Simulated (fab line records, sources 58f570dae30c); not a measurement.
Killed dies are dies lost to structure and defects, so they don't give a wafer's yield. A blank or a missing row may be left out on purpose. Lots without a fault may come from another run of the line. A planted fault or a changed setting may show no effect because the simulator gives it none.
Which tool did it? | flow berkeley_cmos170 | 7 lots, 21 wafers sampled, at 4 steps of a route of 331

WHAT THE GAUGES READ, wafer by wafer
UCB170_M1_CD_MEAS_90: target cd 700 nm.
lot  | measured     | on        | cd_nm (nm)
L520 | day 8 09:48  | cd_sem-01 | 703.8 703.4 703.7
L524 | day 9 11:10  | cd_sem-01 | 701.7 703.6 702.2
L528 | day 10 08:01 | cd_sem-02 | 697.2 699.3 698.0
L529 | day 10 12:06 | cd_sem-01 | 699.1 701.6 700.4
L531 | day 11 06:39 | cd_sem-01 | 685.6 687.8 687.2
L532 | day 11 07:31 | cd_sem-02 | 697.9 699.3 706.7
L540 | day 13 22:56 | cd_sem-02 | 702.7 695.6 697.6

WHICH TOOL RAN EACH LOT (tool, then ch and the chambers of the sampled wafers, then the start)
lot  | UCB170_M1_SPUTTER_00         | UCB170_M1_METAL_ETCH_12           | UCB170_M1_STRIP_13
L520 | pvd_sputter-03, day 8 08:11  | rie_metal-02 ch 1, day 8 09:34    | plasma_asher-02 ch 0,1, day 8 09:42
L524 | pvd_sputter-04, day 9 09:23  | rie_metal-01 ch 1, day 9 10:50    | plasma_asher-01 ch 0,1, day 9 11:03
L528 | pvd_sputter-02, day 10 06:07 | rie_metal-03 ch 0,1, day 10 07:47 | plasma_asher-02 ch 0,1, day 10 07:55
L529 | pvd_sputter-02, day 10 10:19 | rie_metal-03 ch 1, day 10 11:51   | plasma_asher-02 ch 0, day 10 11:59
L531 | pvd_sputter-03, day 11 04:52 | rie_metal-03 ch 0, day 11 06:19   | plasma_asher-01 ch 0,1, day 11 06:32
L532 | pvd_sputter-02, day 11 05:59 | rie_metal-01 ch 0,1, day 11 07:16 | plasma_asher-03 ch 1, day 11 07:24
L540 | pvd_sputter-02, day 13 21:15 | rie_metal-01 ch 0,1, day 13 22:41 | plasma_asher-01 ch 0,1, day 13 22:50
- UCB170_M1_SPUTTER_00: material Al, target thk 600 nm, time 80 s.
- UCB170_M1_METAL_ETCH_12: etches Al in Cl2/BCl3, stops on PSG, target depth 780 nm, time 130 s.
- UCB170_M1_STRIP_13: strips in O2.

THE ANSWER, worked out from the rows above alone
Rule: what is usual is taken from the lots themselves. Put in order of their means at a reading, lots are off if they are a third of the lots or fewer, leave a main group of 4 or more, and stand apart from it by a gap of 3 or more times the standard deviation of the main group's means; of several such gaps the widest counts. A main group whose means are all the same, to the digits that the tables above print for the reading, isn't used. A lot without any number at a reading at which 4 lots or more have one is off too. The other lots that the step has rows for count as sound.
Off: L531, at UCB170_M1_CD_MEAS_90 (cd_nm). The main group: mean 700.8 nm, standard deviation 2.
A tool fits if, at a process step before that reading, it ran every lot that is off, and no sound lot after the first of them. The gauges at UCB170_M1_CD_MEAS_90 are tried like those tools. Can't be told from this: 3 tools fit, pvd_sputter-03 at UCB170_M1_SPUTTER_00, rie_metal-03 at UCB170_M1_METAL_ETCH_12, cd_sem-01 at UCB170_M1_CD_MEAS_90.

WHAT THE SIMULATOR HAD PUT IN
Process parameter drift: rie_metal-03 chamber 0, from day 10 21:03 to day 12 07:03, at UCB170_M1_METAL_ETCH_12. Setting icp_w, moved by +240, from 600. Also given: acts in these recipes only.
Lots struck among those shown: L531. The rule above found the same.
